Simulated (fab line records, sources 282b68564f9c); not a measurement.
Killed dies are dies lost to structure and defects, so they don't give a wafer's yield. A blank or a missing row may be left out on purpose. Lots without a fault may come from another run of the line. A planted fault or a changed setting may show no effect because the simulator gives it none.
Which tool did it? | flow rit_cmos | 14 lots, 42 wafers sampled, at 5 steps of a route of 202

WHAT THE GAUGES READ, wafer by wafer
RIT_ACTIVE_BOW_MEAS_00.
lot  | measured    | on            | INCOMING_BOW (um)
L144 | day 1 10:04 | film_metro-04 | -2 -7 -1
L145 | day 1 15:01 | film_metro-04 | 0 1 -4
L146 | day 1 20:01 | film_metro-03 | 1 2 2
L148 | day 2 06:00 | film_metro-04 | -9 -6 6
L149 | day 2 11:00 | film_metro-03 | 3 4 6
L150 | day 2 16:02 | film_metro-03 | -2 8 5
L151 | day 2 21:01 | film_metro-02 | 1 7 -4
L155 | day 3 17:00 | film_metro-04 | 1 2 -3
L156 | day 3 22:02 | film_metro-02 | 9 -3 2
L157 | day 4 03:01 | film_metro-02 | -4 -8 -17
L162 | day 5 04:01 | film_metro-03 | 4 -6 -1
L165 | day 5 19:01 | film_metro-04 | 1 -8 -6
L166 | day 6 00:00 | film_metro-03 | 0 0 5
L167 | day 6 05:00 | film_metro-03 | 5 -8 5

RIT_PRETRO_OVL_MEAS_06.
lot  | measured    | on         | PRETRO_OVL (nm)
L144 | day 2 06:49 | overlay-02 | 1.6 0.5 1.5
L145 | day 2 12:47 | overlay-02 | -1.3 -2.0 -0.1
L146 | day 2 17:20 | overlay-01 | 2.1 1.9 1.6
L148 | day 3 04:25 | overlay-01 | 1.1 2.1 1.2
L149 | day 3 09:52 | overlay-02 | 0.9 -0.3 1.3
L150 | day 3 15:03 | overlay-01 | 0.1 0.8 0.6
L151 | day 3 18:02 | overlay-01 | -2.2 0.1 0.5
L155 | day 4 16:41 | overlay-01 | -0.3 -0.2 0.9
L156 | day 4 22:43 | overlay-02 | -2.1 -2.9 -3.5
L157 | day 4 23:28 | overlay-01 | -1.5 -1.6 -0.6
L162 | day 6 02:28 | overlay-01 | -0.5 -0.1 -0.5
L165 | day 6 18:34 | overlay-02 | -0.1 0.8 -1.1
L166 | day 7 00:34 | overlay-01 | -0.1 1.2 0.7
L167 | day 7 05:24 | overlay-01 | 0.1 0.5 3.1

RIT_M1_CD_MEAS_09: target cd 2600 nm.
lot  | measured    | on        | cd_nm (nm)
L144 | day 3 06:41 | cd_sem-01 | 2598.0 2598.4 2596.8
L145 | day 3 13:13 | cd_sem-01 | 2603.6 2602.9 2600.8
L146 | day 3 16:47 | cd_sem-01 | 2598.6 2602.3 2600.9
L148 | day 4 03:44 | cd_sem-01 | 2601.6 2602.9 2598.8
L149 | day 4 12:19 | cd_sem-01 | 2603.7 2604.5 2602.6
L150 | day 4 15:43 | cd_sem-02 | 2600.3 2598.6 2600.4
L151 | day 4 19:10 | cd_sem-02 | 2603.0 2601.0 2600.0
L155 | day 5 19:14 | cd_sem-02 | - - -
L156 | day 5 23:10 | cd_sem-02 | - - -
L157 | day 6 00:56 | cd_sem-02 | 2598.9 2601.6 2600.2
L162 | day 7 04:11 | cd_sem-02 | 2593.6 2593.7 2593.8
L165 | day 7 18:32 | cd_sem-02 | 2604.0 2601.9 2603.2
L166 | day 8 00:53 | cd_sem-01 | 2601.7 2599.8 2600.7
L167 | day 8 06:33 | cd_sem-01 | 2599.5 2600.6 2597.3

RIT_M1_BOW_MEAS_16.
lot  | measured    | on            | M1_BOW (um)
L144 | day 3 09:44 | film_metro-02 | 14 8 13
L145 | day 3 16:29 | film_metro-02 | 21 19 15
L146 | day 3 19:34 | film_metro-03 | 20 20 20
L148 | day 4 06:28 | film_metro-03 | 6 10 22
L149 | day 4 15:19 | film_metro-04 | 21 21 23
L150 | day 4 18:33 | film_metro-03 | 18 28 26
L151 | day 4 22:44 | film_metro-02 | 15 20 11
L155 | day 5 22:33 | film_metro-02 | 16 16 11
L156 | day 6 02:29 | film_metro-04 | 29 16 19
L157 | day 6 04:17 | film_metro-03 | 13 11 0
L162 | day 7 06:58 | film_metro-02 | 21 12 16
L165 | day 7 21:21 | film_metro-04 | 19 9 11
L166 | day 8 03:26 | film_metro-02 | 19 20 22
L167 | day 8 09:30 | film_metro-02 | 23 9 24

WHICH TOOL RAN EACH LOT (tool, then ch and the chambers of the sampled wafers, then the start)
lot  | RIT_M1_COAT_04
L144 | litho_track-01 ch 0, day 3 05:58
L145 | litho_track-01 ch 0, day 3 12:22
L146 | litho_track-01 ch 0, day 3 16:04
L148 | litho_track-03 ch 0, day 4 02:53
L149 | litho_track-01 ch 0, day 4 11:28
L150 | litho_track-03 ch 0, day 4 14:59
L151 | litho_track-01 ch 0, day 4 18:26
L155 | litho_track-02, day 5 18:17
L156 | litho_track-01, day 5 22:19
L157 | litho_track-03 ch 0, day 6 00:13
L162 | litho_track-02 ch 0, day 7 03:22
L165 | litho_track-02 ch 0, day 7 17:37
L166 | litho_track-03 ch 0, day 8 00:09
L167 | litho_track-03 ch 0, day 8 05:49
- RIT_M1_COAT_04: resist thk 1300 nm.

WHAT THE TOOLS THEMSELVES READ (means of the sampled wafers that have a number; where no wafer has one, the mark that the record gives instead)
RIT_M1_COAT_04.
lot  | tool           | chill_plate_temp_C (C) | dispense_pressure_kPa (kPa)
L144 | litho_track-01 | 22.93                  | 50.4
L145 | litho_track-01 | 23.06                  | 50.3
L146 | litho_track-01 | 23.07                  | 50.4
L148 | litho_track-03 | 22.98                  | 46.6
L149 | litho_track-01 | 23.02                  | 50.3
L150 | litho_track-03 | 22.97                  | 46.7
L151 | litho_track-01 | 22.96                  | 50.3
L155 | litho_track-02 | -                      | -
L156 | litho_track-01 | -                      | -
L157 | litho_track-03 | 22.92                  | 46.7
L162 | litho_track-02 | 22.98                  | 48.0
L165 | litho_track-02 | 22.93                  | 48.0
L166 | litho_track-03 | 22.82                  | 46.7
L167 | litho_track-03 | 22.93                  | 46.7

THE ANSWER, worked out from the rows above alone
Rule: what is usual is taken from the lots themselves. Put in order of their means at a reading, lots are off if they are a third of the lots or fewer, leave a main group of 4 or more, and stand apart from it by a gap of 3 or more times the standard deviation of the main group's means; of several such gaps the widest counts. A main group whose means are all the same, to the digits that the tables above print for the reading, isn't used. A lot without any number at a reading at which 4 lots or more have one is off too. The other lots that the step has rows for count as sound. The gauges are gone through in route order, then the tools' own readings, and for those a lot's mean is taken as printed above. The first step at which some lot is off is used, and at that step the reading that is off furthest; a lot without a number counts as furthest.
Off: L155, L156, at RIT_M1_CD_MEAS_09 (cd_nm). Without a number there: L155, L156. The main group: mean 2600.3 nm, standard deviation 2.5.
A tool fits if, at a process step before that reading, it ran every lot that is off, and no sound lot after the first of them. The gauges at RIT_M1_CD_MEAS_09 aren't tried: what is off there is off at RIT_M1_COAT_04 too, on other tools, and a gauge's error can't cause that. None of those tried fits.

WHAT THE SIMULATOR HAD PUT IN
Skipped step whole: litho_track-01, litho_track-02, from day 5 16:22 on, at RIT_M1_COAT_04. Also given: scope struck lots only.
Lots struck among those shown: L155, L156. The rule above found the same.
